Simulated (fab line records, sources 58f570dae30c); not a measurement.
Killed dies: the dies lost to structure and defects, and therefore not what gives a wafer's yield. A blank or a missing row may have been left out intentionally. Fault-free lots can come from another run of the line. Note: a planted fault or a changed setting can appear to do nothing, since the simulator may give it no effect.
Which tool was responsible?    flow berkeley_cmos170    Sampling: 14 lots, 42 wafers, 5 of 331 route steps

== WHAT EACH GAUGE READ, for each wafer ==
UCB170_M2_RS_MEAS_02: the measuring method here is four-point-probe. Usual: M2_AL_RS gives 0.0322 ohm/sq (standard deviation 0.00036).
lot   measured      on             M2_AL_RS (ohm/sq)     flag
L936  day 8 02:22   film_metro-02  0.0317 0.0322 0.0319  
L940  day 8 12:21   film_metro-03  0.0317 0.0319 0.0320  
L942  day 8 12:50   film_metro-04  0.0326 0.0322 0.0324  
L941  day 8 16:26   film_metro-02  0.0316 0.0320 0.0320  
L945  day 9 01:38   film_metro-03  0.0326 0.0325 0.0323  
L944  day 9 01:46   film_metro-04  0.0320 0.0320 0.0324  
L946  day 9 14:36   film_metro-03  0.0321 0.0319 0.0319  
L947  day 9 14:58   film_metro-03  0.0321 0.0322 0.0322  
L950  day 10 07:10  film_metro-04  0.0326 0.0327 0.0326  
L949  day 10 07:24  film_metro-02  0.0322 0.0324 0.0323  
L951  day 10 13:28  film_metro-02  0.0317 0.0315 0.0317  
L953  day 10 13:43  film_metro-03  0.0327 0.0327 0.0324  
L955  day 11 17:41  film_metro-03  0.0236 0.0239 0.0237  OFF
L956  day 11 18:26  film_metro-02  0.0238 0.0238 0.0238  OFF

UCB170_M2_THK_MEAS_03: measures by xrf. Usual: M2_AL_THK gives 882 nm (standard deviation 10).
lot   measured      on             M2_AL_THK (nm)  flag
L936  day 8 02:28   film_metro-02  897 876 892     
L940  day 8 12:28   film_metro-03  892 890 887     
L942  day 8 12:56   film_metro-04  864 877 879     
L941  day 8 16:33   film_metro-02  893 886 886     
L945  day 9 01:45   film_metro-03  867 868 876     
L944  day 9 01:53   film_metro-04  897 890 887     
L946  day 9 14:43   film_metro-03  884 885 884     
L947  day 9 15:05   film_metro-03  878 879 882     
L950  day 10 07:17  film_metro-04  876 867 870     
L949  day 10 07:31  film_metro-02  882 877 883     
L951  day 10 13:35  film_metro-02  898 906 899     
L953  day 10 13:50  film_metro-03  868 862 875     
L955  day 11 17:48  film_metro-03  1186 1177 1183  OFF
L956  day 11 18:32  film_metro-02  1191 1185 1187  OFF

UCB170_M2_OVL_MEAS_16. Usual: M2_OVL gives 0 nm (standard deviation 5.4).
lot   measured      on          M2_OVL (nm)  flag
L936  day 8 05:16   overlay-02  -12 2 -8     
L940  day 8 17:01   overlay-02  0 -2 -3      
L942  day 8 17:08   overlay-01  1 -4 -1      
L941  day 8 18:41   overlay-02  -5 -9 -5     
L945  day 9 03:48   overlay-02  -6 1 -1      
L944  day 9 04:05   overlay-01  4 2 8        
L946  day 9 16:28   overlay-02  2 -2 5       
L947  day 9 16:59   overlay-01  -9 7 -10     
L950  day 10 09:31  overlay-01  -4 -2 0      
L949  day 10 09:47  overlay-02  -14 -11 -10  
L951  day 10 17:12  overlay-01  3 -4 3       
L953  day 10 17:15  overlay-02  0 -2 3       
L955  day 11 20:00  overlay-02  1 5 5        
L956  day 11 20:32  overlay-01  -8 -8 -1     

== EACH LOT AND THE TOOL THAT RAN IT (in order: tool; ch and the chambers of the sampled wafers; start) ==
lot   UCB170_M2_SPUTTER_01          UCB170_M2_STRIP_07
L936  pvd_sputter-01, day 8 02:16   plasma_asher-02 ch 0,1, day 8 02:58
L940  pvd_sputter-01, day 8 12:15   plasma_asher-01 ch 0,1, day 8 13:59
L942  pvd_sputter-02, day 8 12:43   plasma_asher-01 ch 0,1, day 8 14:37
L941  pvd_sputter-02, day 8 16:21   plasma_asher-04 ch 0,1, day 8 17:27
L945  pvd_sputter-04, day 9 01:33   plasma_asher-04 ch 0,1, day 9 02:16
L944  pvd_sputter-02, day 9 01:40   plasma_asher-02 ch 0,1, day 9 02:23
L946  pvd_sputter-01, day 9 14:31   plasma_asher-02 ch 1, day 9 15:14
L947  pvd_sputter-04, day 9 14:47   plasma_asher-04 ch 0,1, day 9 15:35
L950  pvd_sputter-04, day 10 07:05  plasma_asher-04 ch 0,1, day 10 07:47
L949  pvd_sputter-01, day 10 07:19  plasma_asher-02 ch 0,1, day 10 08:02
L951  pvd_sputter-01, day 10 13:23  plasma_asher-04 ch 0,1, day 10 14:17
L953  pvd_sputter-02, day 10 13:37  plasma_asher-01 ch 0, day 10 14:40
L955  pvd_sputter-01, day 11 17:36  plasma_asher-04 ch 0,1, day 11 18:35
L956  pvd_sputter-01, day 11 18:19  plasma_asher-02 ch 0,1, day 11 19:04
- UCB170_M2_SPUTTER_01: material Al, target thk 900 nm, time 120 s.
- UCB170_M2_STRIP_07: strips in O2.

== AS READ BY THE TOOLS THEMSELVES (means over the sampled wafers that have a number; for cases with no such wafer, the mark the record gives instead) ==
UCB170_M2_SPUTTER_01. Usual: cathode_dc_power_W 5999.9 W, standard deviation 1; throttle_valve_pct 29.9 %, standard deviation 1.3.
lot   tool            cathode_dc_power_W (W)  throttle_valve_pct (%)  flag
L936  pvd_sputter-01  6000.0                  30.0                    
L940  pvd_sputter-01  6000.4                  30.1                    
L942  pvd_sputter-02  6000.5                  29.0                    
L941  pvd_sputter-02  6000.5                  29.2                    
L945  pvd_sputter-04  5999.0                  29.6                    
L944  pvd_sputter-02  6000.6                  28.4                    
L946  pvd_sputter-01  5999.4                  30.8                    
L947  pvd_sputter-04  5999.8                  30.7                    
L950  pvd_sputter-04  5999.1                  30.5                    
L949  pvd_sputter-01  6001.2                  30.8                    
L951  pvd_sputter-01  6001.4                  30.1                    
L953  pvd_sputter-02  5999.5                  29.3                    
L955  pvd_sputter-01  5999.1                  30.2                    
L956  pvd_sputter-01  6000.0                  30.5                    

UCB170_M2_STRIP_07. Usual: drypump_motor_current_A 6.1 A, standard deviation 0.36; oes_product_au 0.735 a.u., standard deviation 0.0046; strip_time_to_endpoint_s 21.98 s, standard deviation 0.072.
lot   tool             drypump_motor_current_A (A)  oes_product_au (a.u.)  strip_time_to_endpoint_s (s)  flag
L936  plasma_asher-02  6.1                          0.735                  21.91                         
L940  plasma_asher-01  6.0                          0.734                  21.94                         
L942  plasma_asher-01  6.1                          0.738                  22.01                         
L941  plasma_asher-04  6.4                          0.733                  21.90                         
L945  plasma_asher-04  6.4                          0.733                  21.95                         
L944  plasma_asher-02  5.8                          0.738                  21.95                         
L946  plasma_asher-02  5.5                          0.734                  21.95                         
L947  plasma_asher-04  6.4                          0.732                  21.96                         
L950  plasma_asher-04  6.3                          0.731                  21.91                         
L949  plasma_asher-02  5.8                          0.734                  22.05                         
L951  plasma_asher-04  6.4                          0.735                  22.15                         
L953  plasma_asher-01  6.2                          0.731                  21.99                         
L955  plasma_asher-04  6.5                          0.735                  22.02                         
L956  plasma_asher-02  6.1                          0.737                  21.96                         

== THE ANSWER, worked out from the rows above alone ==
Rule: lot off if the mean of its wafers having a number is beyond 3 standard deviations from the usual mean. Also off: a lot with no number at a reading for which 4 or more lots have one. Any other lot the step has rows for is counted as sound. The gauges are gone through in route order, then the tools' own readings, and for those a lot's mean is taken as printed above. The first step at which some lot is off is used, and at that step the reading that is off furthest; a lot without a number counts as furthest.
Off: L955, L956, seen at UCB170_M2_RS_MEAS_02 (M2_AL_RS).
If a tool, at a process step before that reading, ran all the lots that are off and no sound lot after the first of them, it fits. Those tools and the gauges at UCB170_M2_RS_MEAS_02 are tried in the same way. One fits: UCB170_M2_SPUTTER_01 on pvd_sputter-01. Its last sound lot is L951 (day 10 13:23), its first lot that is off L955 (day 11 17:36): a fault that began between those two fits.

== WHAT THE SIMULATOR PUT IN ==
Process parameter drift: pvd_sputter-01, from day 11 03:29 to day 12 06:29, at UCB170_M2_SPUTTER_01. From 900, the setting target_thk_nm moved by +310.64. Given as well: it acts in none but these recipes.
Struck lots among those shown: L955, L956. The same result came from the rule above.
